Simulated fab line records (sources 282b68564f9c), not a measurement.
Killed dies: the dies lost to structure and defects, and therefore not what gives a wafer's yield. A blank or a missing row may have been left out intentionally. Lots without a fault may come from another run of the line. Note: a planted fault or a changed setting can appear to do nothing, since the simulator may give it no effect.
Which tool is to blame? || flow ritCmos || 14 lots, 42 wafers sampled, at 3 steps of a route of 202

## WHAT THE GAUGES SHOWED, per wafer
RIT_PLDD_TW_MEAS_10. Usual: PLDD_TW typically reads 2342, with standard deviation 24.
{"lot": "L228", "measured": "day 3 06:58", "on": "filmMetro-03", "PLDD_TW": "2361 2359 2359", "flag": ""}
{"lot": "L229", "measured": "day 3 19:59", "on": "filmMetro-01", "PLDD_TW": "2322 2324 2333", "flag": ""}
{"lot": "L230", "measured": "day 4 08:29", "on": "filmMetro-01", "PLDD_TW": "2326 2313 2318", "flag": ""}
{"lot": "L231", "measured": "day 4 12:29", "on": "filmMetro-02", "PLDD_TW": "2377 2376 2390", "flag": ""}
{"lot": "L232", "measured": "day 4 15:04", "on": "filmMetro-01", "PLDD_TW": "2321 2331 2306", "flag": ""}
{"lot": "L233", "measured": "day 4 20:52", "on": "filmMetro-01", "PLDD_TW": "2325 2312 2311", "flag": ""}
{"lot": "L236", "measured": "day 5 15:16", "on": "filmMetro-02", "PLDD_TW": "2372 2374 2384", "flag": ""}
{"lot": "L238", "measured": "day 5 19:59", "on": "filmMetro-03", "PLDD_TW": "2357 2366 2364", "flag": ""}
{"lot": "L239", "measured": "day 5 22:40", "on": "filmMetro-01", "PLDD_TW": "2332 2322 2326", "flag": ""}
{"lot": "L237", "measured": "day 5 22:59", "on": "filmMetro-01", "PLDD_TW": "2329 2324 2324", "flag": ""}
{"lot": "L242", "measured": "day 6 08:35", "on": "filmMetro-01", "PLDD_TW": "2327 2320 2328", "flag": ""}
{"lot": "L246", "measured": "day 6 23:14", "on": "filmMetro-01", "PLDD_TW": "2407 2408 2409", "flag": ""}
{"lot": "L248", "measured": "day 7 06:52", "on": "filmMetro-01", "PLDD_TW": "2400 2409 2405", "flag": ""}
{"lot": "L249", "measured": "day 7 09:04", "on": "filmMetro-03", "PLDD_TW": "2335 2339 2334", "flag": ""}

RIT_SDANNEAL_RS_MEAS_06: the measuring method here is four-point-probe. Usual: PLDD_RS typically reads 178.5 ohm/sq, with standard deviation 0.44.
{"lot": "L228", "measured": "day 3 13:12", "on": "filmMetro-02", "PLDD_RS (ohm/sq)": "178.8 178.4 178.2", "flag": ""}
{"lot": "L229", "measured": "day 4 02:11", "on": "filmMetro-02", "PLDD_RS (ohm/sq)": "178.5 178.5 178.4", "flag": ""}
{"lot": "L230", "measured": "day 4 15:05", "on": "filmMetro-03", "PLDD_RS (ohm/sq)": "177.9 178.1 177.7", "flag": ""}
{"lot": "L231", "measured": "day 4 18:49", "on": "filmMetro-03", "PLDD_RS (ohm/sq)": "178.3 177.9 178.3", "flag": ""}
{"lot": "L232", "measured": "day 4 21:20", "on": "filmMetro-03", "PLDD_RS (ohm/sq)": "178.4 178.0 178.2", "flag": ""}
{"lot": "L233", "measured": "day 5 03:34", "on": "filmMetro-03", "PLDD_RS (ohm/sq)": "178.9 179.5 178.9", "flag": ""}
{"lot": "L236", "measured": "day 5 22:32", "on": "filmMetro-02", "PLDD_RS (ohm/sq)": "178.7 178.7 178.6", "flag": ""}
{"lot": "L238", "measured": "day 6 02:24", "on": "filmMetro-03", "PLDD_RS (ohm/sq)": "178.7 178.6 179.6", "flag": ""}
{"lot": "L239", "measured": "day 6 07:12", "on": "filmMetro-03", "PLDD_RS (ohm/sq)": "178.0 178.9 178.7", "flag": ""}
{"lot": "L237", "measured": "day 6 06:53", "on": "filmMetro-01", "PLDD_RS (ohm/sq)": "178.3 178.2 178.4", "flag": ""}
{"lot": "L242", "measured": "day 6 15:41", "on": "filmMetro-01", "PLDD_RS (ohm/sq)": "178.6 179.2 179.6", "flag": ""}
{"lot": "L246", "measured": "day 7 07:15", "on": "filmMetro-02", "PLDD_RS (ohm/sq)": "169.5 169.0 168.6", "flag": "OFF"}
{"lot": "L248", "measured": "day 7 13:05", "on": "filmMetro-03", "PLDD_RS (ohm/sq)": "168.5 168.3 168.6", "flag": "OFF"}
{"lot": "L249", "measured": "day 7 15:20", "on": "filmMetro-01", "PLDD_RS (ohm/sq)": "177.9 177.9 178.1", "flag": ""}

## WHICH TOOL RAN EACH LOT (tool, then ch and the chambers of the sampled wafers, then the start)
{"lot": "L228", "RIT_PLDD_IMPLANT_08": "implanter-01 ch 0, day 3 06:40"}
{"lot": "L229", "RIT_PLDD_IMPLANT_08": "implanter-03 ch 0, day 3 19:40"}
{"lot": "L230", "RIT_PLDD_IMPLANT_08": "implanter-01 ch 0, day 4 08:12"}
{"lot": "L231", "RIT_PLDD_IMPLANT_08": "implanter-02 ch 0, day 4 12:09"}
{"lot": "L232", "RIT_PLDD_IMPLANT_08": "implanter-03 ch 0, day 4 14:44"}
{"lot": "L233", "RIT_PLDD_IMPLANT_08": "implanter-02 ch 0, day 4 20:35"}
{"lot": "L236", "RIT_PLDD_IMPLANT_08": "implanter-02 ch 0, day 5 14:56"}
{"lot": "L238", "RIT_PLDD_IMPLANT_08": "implanter-01 ch 0, day 5 19:42"}
{"lot": "L239", "RIT_PLDD_IMPLANT_08": "implanter-03 ch 0, day 5 22:21"}
{"lot": "L237", "RIT_PLDD_IMPLANT_08": "implanter-02 ch 0, day 5 22:40"}
{"lot": "L242", "RIT_PLDD_IMPLANT_08": "implanter-01 ch 0, day 6 08:16"}
{"lot": "L246", "RIT_PLDD_IMPLANT_08": "implanter-02 ch 0, day 6 22:55"}
{"lot": "L248", "RIT_PLDD_IMPLANT_08": "implanter-02 ch 0, day 7 06:32"}
{"lot": "L249", "RIT_PLDD_IMPLANT_08": "implanter-01 ch 0, day 7 08:44"}
- RIT_PLDD_IMPLANT_08

## AS READ BY THE TOOLS THEMSELVES (means over the sampled wafers that have a number; for cases with no such wafer, the mark the record gives instead)
RIT_PLDD_IMPLANT_08. Usual: doseIonsCm2 9.001e+14, standard deviation 9e+11; faradayCurrentUA 2828, standard deviation 57.
{"lot": "L228", "tool": "implanter-01", "doseIonsCm2": 9.000e+14, "faradayCurrentUA": 2835, "flag": ""}
{"lot": "L229", "tool": "implanter-03", "doseIonsCm2": 9.007e+14, "faradayCurrentUA": 2840, "flag": ""}
{"lot": "L230", "tool": "implanter-01", "doseIonsCm2": 9.007e+14, "faradayCurrentUA": 2788, "flag": ""}
{"lot": "L231", "tool": "implanter-02", "doseIonsCm2": 9.008e+14, "faradayCurrentUA": 2869, "flag": ""}
{"lot": "L232", "tool": "implanter-03", "doseIonsCm2": 9.001e+14, "faradayCurrentUA": 2876, "flag": ""}
{"lot": "L233", "tool": "implanter-02", "doseIonsCm2": 9.000e+14, "faradayCurrentUA": 2847, "flag": ""}
{"lot": "L236", "tool": "implanter-02", "doseIonsCm2": 9.010e+14, "faradayCurrentUA": 2773, "flag": ""}
{"lot": "L238", "tool": "implanter-01", "doseIonsCm2": 8.999e+14, "faradayCurrentUA": 2828, "flag": ""}
{"lot": "L239", "tool": "implanter-03", "doseIonsCm2": 9.001e+14, "faradayCurrentUA": 2839, "flag": ""}
{"lot": "L237", "tool": "implanter-02", "doseIonsCm2": 8.992e+14, "faradayCurrentUA": 2863, "flag": ""}
{"lot": "L242", "tool": "implanter-01", "doseIonsCm2": 8.997e+14, "faradayCurrentUA": 2834, "flag": ""}
{"lot": "L246", "tool": "implanter-02", "doseIonsCm2": 1.024e+15, "faradayCurrentUA": 3243, "flag": "OFF"}
{"lot": "L248", "tool": "implanter-02", "doseIonsCm2": 1.025e+15, "faradayCurrentUA": 3224, "flag": "OFF"}
{"lot": "L249", "tool": "implanter-01", "doseIonsCm2": 9.001e+14, "faradayCurrentUA": 2822, "flag": ""}

## THE ANSWER, worked out from the rows above alone
Rule: lot off if the mean of its wafers having a number is beyond 3 standard deviations from the usual mean. Also off: a lot with no number at a reading for which 4 or more lots have one. Where the step has rows for the other lots, those lots are counted as sound. The gauges are gone through in route order, then the tools' own readings, and for those a lot's mean is taken as printed above. The first step at which some lot is off is used, and at that step the reading that is off furthest; a lot without a number counts as furthest.
Off: at RIT_SDANNEAL_RS_MEAS_06 (PLDD_RS), L246, L248.
If a tool, at a process step before that reading, ran all the lots that are off and no sound lot after the first of them, it fits. Not tried: the gauges at RIT_SDANNEAL_RS_MEAS_06; whatever is off there is also off at RIT_PLDD_IMPLANT_08, on other tools, and gauge error can't account for it. One candidate fits, namely implanter-02 at RIT_PLDD_IMPLANT_08. A fault onset in the window from L237 (day 5 22:40, its last sound lot) to L246 (day 6 22:55, its first lot off) fits.
The tool's own readings at RIT_PLDD_IMPLANT_08 bear it out: on the lots that are off they differ by more than 5 times the standard deviation of the sound lots' means. doseIonsCm2 reads 1.024e+15 there against 9.002e+14 on the sound lots; faradayCurrentUA reads 3234 there against 2834 on the sound lots.

## WHAT THE SIMULATOR PUT IN
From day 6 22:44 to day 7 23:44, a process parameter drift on implanter-02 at RIT_PLDD_IMPLANT_08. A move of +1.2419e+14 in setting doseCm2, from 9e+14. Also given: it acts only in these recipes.
Struck lots among those shown: L246, L248. The same result came from the rule above.
